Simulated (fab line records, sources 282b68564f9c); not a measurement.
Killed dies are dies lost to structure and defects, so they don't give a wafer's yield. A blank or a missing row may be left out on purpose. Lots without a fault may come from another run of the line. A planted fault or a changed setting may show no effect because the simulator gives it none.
fab line records | flow rit_cmos
record lots=5 wafers=13 last_day=7
route steps=202 shown SILICIDE@167 CONTACT@168 M1@202
lots that met no fault: from a run of the same line without faults
start_h: hours from the record's first day to the start of the lot's first wafer shown | wait_h: hours since the lot's step before | " the same as in the row above | L1.1+2: a row that stands for several wafers | - no value, or no start given | * or withheld: withheld | < > ~ a bound
route shown NAME@n: a module of which the file shows steps, and the number in the route of the first | usual: mean/standard deviation of fault-free wafers | same: alike in all rows | chamber/n: place in a boat | sites: the reading at each site | _std_site: their standard deviation | _edge_site: outer sites' mean less inner sites' | radius_mm: how far each site lies from the wafer's centre | mask NAME#n: copy n | behind: the tool/chamber that last shaped the wafer | hold: why the lot was held/for how many hours/how that ended | device: the transistor (n, p or np) that didn't switch | end of line: the same wafers' tests at the end of the route | a step without rows: its recipe alone | killed: dies lost to structure and defects at the first sort, not the wafer's yield | map: a wafer's dies, x killed, . not, _ none there
set.NAME: the setting as run; set.NAME@STEP: as run at that earlier step | model.NAME: the simulator's own value behind a step, which no gauge read
lots at some steps of the route; a table a step, a row a wafer
services: from which hour (start_h, from the record's first day; less than 0 if before it) a tool's chamber was out of use, for how many hours, and why
## steps
# step RIT_SILICIDE_RTA_06
# recipe temp_c=750 time_s=10 idle_temp_c=25 ramp_up_s=5 ramp_down_s=10 cool_to_c=25 ambient=N2
# usual anneal_temp_c_max=753.6/0.76 wafer_temp_C_max=753.4/1.6
# columns lot.wafer tool chamber start_h wait_h anneal_temp_c_max wafer_temp_C_max
L622.1 rtp_anneal-01 0 65.13 0.0 752.9 751.6
L622.3 " 0 " " 755.0 751.2
L622.5 " 0 " " 753.2 752.0
L628.3 rtp_anneal-01 0 108.20 0.0 753.0 751.3
L632.3 rtp_anneal-02 0 134.73 0.0 753.1 753.9
L632.4 " 0 " " 754.0 753.8
L632.5 " 0 " " 753.4 754.4
L639.1 rtp_anneal-01 0 161.52 0.0 755.1 751.8
L639.3 " 0 " " 753.0 751.9
L639.5 " 0 " " 754.3 752.5
L642.1 rtp_anneal-01 0 170.95 0.0 753.2 752.2
L642.3 " 0 " " 753.1 751.7
L642.6 " 0 " " 753.2 752.1
# step RIT_CONTACT_CVD_00
# recipe material=SiO2 target_thk_nm=400 precursor=TEOS temp_c=390 time_s=63.55 rf_w=400
# usual heater_power_w=305/39
# columns lot.wafer tool chamber start_h wait_h heater_power_w
L622.1 pecvd-02 1 65.27 0.1 281
L622.3 " 0 " " 220
L622.5 " 1 " " 298
L628.3 pecvd-02 0 108.24 0.0 254
L632.3 pecvd-03 0 134.77 0.0 294
L632.4 " 2 " " 244
L632.5 " 1 " " 337
L639.1 pecvd-03 0 161.59 0.1 338
L639.3 " 1 " " 310
L639.5 " 1 " " 333
L642.1 pecvd-03 1 171.01 0.1 351
L642.3 " 0 " " 333
L642.6 " 1 " " 363
# step RIT_CONTACT_THK_MEAS_01
# recipe reads=SiO2_of_CONTACT_CVD_00
# usual CONTACT_TEOS_THK=417/4.5
# columns lot.wafer tool chamber start_h wait_h CONTACT_TEOS_THK[nm]
L622.1 film_metro-03 - 65.32 0.0 419
L622.3 " - " " 419
L622.5 " - " " 421
L628.3 film_metro-02 - 108.31 0.0 415
L632.3 film_metro-02 - 134.84 0.0 414
L632.4 " - " " 420
L632.5 " - " " 422
L639.1 film_metro-04 - 161.64 0.0 414
L639.3 " - " " 417
L639.5 " - " " 423
L642.1 film_metro-02 - 171.06 0.0 418
L642.3 " - " " 416
L642.6 " - " " 421
# step RIT_CONTACT_HMDS_02
# recipe prime_time_s=60 prime_temp_c=140
# step RIT_CONTACT_COAT_03
# recipe resist=NOVOLAK spin_rpm=3250 resist_thk_nm=1000
# step RIT_CONTACT_SOFTBAKE_04
# recipe resist=NOVOLAK temp_c=90 time_s=60
# step RIT_CONTACT_EXPOSE_05
# recipe mask_id=M11 na=0.6 source_shape=conventional sigma_outer=0.5 target_cd_nm=1000 dose_mj=250
# step RIT_CONTACT_PEB_06
# recipe resist=NOVOLAK temp_c=withheld time_s=withheld
# step RIT_CONTACT_DEVELOP_07
# recipe resist=NOVOLAK develop_time_s=120 dev_temp_c=23
# step RIT_CONTACT_CD_MEAS_08
# recipe target_cd_nm=1000
# usual cd_nm=1000.0/2.7
# columns lot.wafer tool chamber start_h wait_h cd_nm
L622.1 cd_sem-02 - 66.34 - 1001.0
L622.3 " - " " 1002.9
L622.5 " - " " 1001.5
L628.3 cd_sem-02 - 109.36 - 999.3
L632.3 cd_sem-01 - 136.35 - 1002.1
L632.4 " - " " 1001.7
L632.5 " - " " 1001.7
L639.1 cd_sem-02 - 162.83 - 1002.8
L639.3 " - " " 1001.9
L639.5 " - " " 1001.2
L642.1 cd_sem-02 - 172.09 - 998.7
L642.3 " - " " 998.5
L642.6 " - " " 1000.9
# step RIT_CONTACT_OVL_MEAS_09
# usual CONTACT_OVL=-0.2/1.3
# columns lot.wafer tool chamber start_h wait_h CONTACT_OVL[nm]
L622.1 overlay-01 - 66.46 0.1 0.0
L622.3 " - " " 3.0
L622.5 " - " " 1.3
L628.3 overlay-01 - 109.45 0.1 -1.2
L632.3 overlay-02 - 136.45 0.1 0.5
L632.4 " - " " 0.7
L632.5 " - " " -1.1
L639.1 overlay-01 - 162.95 0.1 -0.4
L639.3 " - " " 0.1
L639.5 " - " " -1.4
L642.1 overlay-02 - 172.21 0.1 -1.1
L642.3 " - " " -1.2
L642.6 " - " " -2.2
# step RIT_CONTACT_HARDBAKE_10
# recipe resist=NOVOLAK temp_c=140 time_s=60
# step RIT_CONTACT_ETCH_11
# recipe target_depth_a=4800 over_etch_frac=0.2 stop_on=TiSi2 chemistry=CHF3/CF4/Ar target=SiO2 CHF3_flow_sccm=50 cf4_flow_sccm=10 Ar_flow_sccm=100 O2_flow_sccm=5 pressure_mtorr=100 rf_w=200 time_s=320
# usual drypump_motor_current_A=5.8/0.5 oes_product_au=1.001/0.017 over_etch_frac=0.2/0 throttle_valve_pct=8.90/0.092
# columns lot.wafer tool chamber start_h wait_h drypump_motor_current_A oes_product_au over_etch_frac rf_hours_counter_h throttle_valve_pct model.NOVOLAK_of_CONTACT_COAT_03.thk_nm
L622.1 rie_diel-02 1 66.65 0.1 5.5 0.997 0.2 6 9.07 763.2
L622.3 " 2 " " 6.7 1.004 0.2 102 8.92 765.2
L622.5 " 1 " " 5.5 0.996 0.2 - 9.06 762.8
L628.3 rie_diel-02 2 109.63 0.1 6.7 0.993 0.34584 103 8.92 757.5
L632.3 rie_diel-01 2 136.62 0.1 6.0 0.965 0.2 19 8.84 772.4
L632.4 " 0 " " 6.0 1.019 0.2 32 8.81 770.7
L632.5 " 1 " " 5.9 1.022 0.2 - 8.94 768.8
L639.1 rie_diel-04 1 163.13 0.1 5.2 1.005 0.2 8 8.85 768.1
L639.3 " 0 " " 5.0 1.005 0.2 4 8.75 768.7
L639.5 " 0 " " 5.1 1.009 0.2 - 8.75 767.3
L642.1 rie_diel-01 2 172.40 0.1 6.0 0.973 0.2 19 8.86 767.5
L642.3 " 0 " " 6.0 1.019 0.2 33 8.82 769.6
L642.6 " 1 " " 5.9 1.030 0.2 - 8.98 764.9
# step RIT_CONTACT_STRIP_12
# recipe chemistry=O2 time_s=180 resist=NOVOLAK platen_temp_c=withheld power_w=500 pressure_mtorr=4000 o2_flow_sccm=4000
# usual drypump_motor_current_A=6.0/0.74
# columns lot.wafer tool chamber start_h wait_h drypump_motor_current_A rf_hours_counter_h
L622.1 plasma_asher-04 1 66.84 0.1 6.6 38
L622.3 " 0 " " 6.8 -
L622.5 " 1 " " 6.6 -
L628.3 plasma_asher-03 0 109.88 0.2 6.4 -
L632.3 plasma_asher-03 0 136.87 0.2 6.4 -
L632.4 " 1 " " 4.9 -
L632.5 " 0 " " 6.4 -
L639.1 plasma_asher-04 0 163.33 0.1 6.8 47
L639.3 " 0 " " 6.7 -
L639.5 " 1 " " 6.6 -
L642.1 plasma_asher-04 0 172.59 0.1 6.8 48
L642.3 " 1 " " 6.6 -
L642.6 " 0 " " 6.7 -
# step RIT_M1_PROBE_99
# usual killed_at_front_end=7/3.1 killed_dies=7/3.1 killed_open=3.4/1.9 killed_short=3.6/2.1
# same gross_dies=264 killed_at_M0_to_M3=0 killed_at_M4_up=0 killed_at_back_side=0 killed_at_contacts=0 killed_at_other=0
# columns lot.wafer tool chamber start_h wait_h killed_at_front_end killed_dies killed_open killed_short model.etest.pmos_0p15.r_on_ohm_um model.etest.pmos_turned.r_on_ohm_um model.etest.nmos_0p15.r_on_ohm_um model.etest.pmos_0p3.r_on_ohm_um model.etest.pldd.rs_ohm_sq model.etest.nmos_0p3.r_on_ohm_um model.etest.nmos_0p15.drive_ua_um model.etest.pmos_0p15.drive_ua_um
L622.1 prober-02 - 71.53 0.1 13 13 7 6 2814 3463 1143 6340 490.8 2174 463.2 250.2
L622.3 prober-02 - 71.63 0.2 2 2 1 1 2802 3500 1150 6347 492.4 2192 462.2 248.9
L622.5 prober-02 - 71.73 0.2 7 7 4 3 2748 3416 1123 6262 476.2 2162 469.4 254.1
L628.3 prober-02 - 115.03 0.2 7 7 3 4 3317 3995 1351 6509 391.2 2262 373.6 205.8
L632.3 prober-01 - 144.01 0.2 10 10 7 3 2734 3458 1054 6324 488.4 2102 488.3 255.2
L632.4 prober-01 - 144.06 0.2 6 6 4 2 2754 3491 1086 6428 487.5 2123 495.8 256.4
L632.5 prober-01 - 144.11 0.2 11 11 3 8 2711 3393 1036 6235 490.3 2062 493.4 258.3
L639.1 prober-02 - 168.24 0.1 12 12 8 3 2740 3418 1154 6159 483.5 2151 479 263
L639.3 prober-02 - 168.34 0.2 8 8 3 5 2782 3506 1162 6237 487.9 2166 462.1 255
L639.5 prober-02 - 168.44 0.2 3 3 2 1 2737 3482 1169 6163 489.6 2162 467 259.4
L642.1 prober-01 - 177.37 0.1 4 4 2 2 2880 3627 1154 6434 525.7 2175 466.9 245.6
L642.3 prober-01 - 177.47 0.2 4 4 1 3 2855 3574 1129 6461 505.9 2179 456.2 242.3
L642.6 prober-01 - 177.62 0.2 3 3 2 1 2897 3604 1168 6416 517.3 2209 453.1 242.9
# killed by level:class
L622.1 FOX2:geometric_particle:open=3 FOX2:geometric_particle:short=3 GATE:geometric_particle:open=3 SILICIDE:geometric_particle:short=2 GATE:geometric_particle:short=1 REOX:geometric_particle:open=1
L622.3 GATE:geometric_particle:open=1 SILICIDE:geometric_particle:short=1
L622.5 FOX2:geometric_particle:open=3 FOX2:geometric_particle:short=1 REOX:geometric_particle:open=1 SPACER:geometric_particle:short=1 SILICIDE:geometric_particle:short=1
L628.3 FOX1:geometric_particle:short=1 FOX2:geometric_particle:open=1 FOX2:geometric_particle:short=1 GATE:geometric_particle:short=1 GATE:geometric_particle:open=1 SILICIDE:geometric_particle:open=1 SILICIDE:geometric_particle:short=1
L632.3 GATE:geometric_particle:short=3 REOX:geometric_particle:open=2 SPACER:geometric_particle:open=2 FOX2:geometric_particle:open=1 GATE:geometric_particle:open=1 SILICIDE:geometric_particle:open=1
L632.4 GATE:geometric_particle:open=3 FOX2:geometric_particle:short=1 GATE:geometric_particle:short=1 SILICIDE:geometric_particle:open=1
L632.5 REOX:geometric_particle:short=3 GATE:geometric_particle:short=2 FOX1:geometric_particle:short=1 FOX2:geometric_particle:open=1 FOX2:geometric_particle:short=1 GATE:geometric_particle:open=1 SPACER:geometric_particle:short=1 SILICIDE:geometric_particle:open=1
L639.1 FOX2:geometric_particle:open=3 REOX:geometric_particle:open=3 FOX1:geometric_particle:open=1 GATE:geometric_particle:open=1 REOX:geometric_particle:short=1 SPACER:geometric_particle:short=1 SILICIDE:geometric_particle:short=1 GATE:coat_microbubble_printed=1
L639.3 GATE:geometric_particle:short=4 FOX2:geometric_particle:open=1 GATE:geometric_particle:open=1 SPACER:geometric_particle:short=1 SILICIDE:geometric_particle:open=1
L639.5 GATE:geometric_particle:open=2 REOX:geometric_particle:short=1
L642.1 GATE:geometric_particle:short=1 REOX:geometric_particle:open=1 SPACER:geometric_particle:open=1 SPACER:geometric_particle:short=1
L642.3 GATE:geometric_particle:short=2 FOX1:geometric_particle:open=1 REOX:geometric_particle:short=1
L642.6 FOX1:geometric_particle:open=1 GATE:geometric_particle:short=1 GATE:geometric_particle:open=1
## services
# columns tool chamber start_h hours kind
rie_diel-02 - 41.44 0.3 repair
pecvd-03 - 71.24 0.2 repair
rie_diel-01 1 77.86 14.2 repair
rie_diel-02 0 81.97 1.7 repair
rie_diel-02 1 94.60 15.5 repair
rie_diel-04 1 105.06 19.3 repair
pecvd-02 - 105.65 1.0 repair
rie_diel-02 1 112.11 13.2 repair
rie_diel-04 - 112.98 0.6 repair
rie_diel-04 2 120.54 1.5 repair
plasma_asher-04 - 121.84 3.7 pm
rie_diel-01 2 142.01 5.6 repair
rie_diel-04 2 147.35 6.5 repair
rtp_anneal-02 - 148.14 4.1 pm
plasma_asher-03 - 151.56 1.9 repair
pecvd-02 - 156.25 2.8 pm
rie_diel-04 1 168.29 6.2 repair
plasma_asher-03 - 172.27 2.8 pm
## key
first_sign step=RIT_CONTACT_ETCH_11 reading=over_etch_frac direction=up sigmas=99+ usual=0.2 struck=0.34584
effect none on later readings
model_effect step=RIT_CONTACT_ETCH_11 value=NOVOLAK_of_CONTACT_COAT_03.thk_nm without=771.4 struck=757.5
model_effect step=RIT_M1_PROBE_99 value=etest.pmos_0p15.r_on_ohm_um without=2737 struck=3317
met_at RIT_CONTACT_ETCH_11
struck_wafers L628.3
tester_left_out L628
onset_between 66.65 109.63
earlier_fault kind=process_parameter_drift tool=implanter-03 chamber=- onset_h=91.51 steps=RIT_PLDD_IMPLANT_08 channel=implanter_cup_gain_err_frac offset=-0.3 shape=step end_h=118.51
fault kind=process_parameter_drift tool=rie_diel-02 chamber=2 onset_h=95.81 steps=RIT_CONTACT_ETCH_11 channel=over_etch_frac offset=0.14584 shape=step acts_in=these_recipes_only stated=0.2
# tester_left_out: of these lots the tester's yield and bins aren't shown, on N5 and GAA mostly nor the transistor test; their killed dies are dies lost to structure and defects alone, not to doping, threshold or leakage, so they don't give the yield
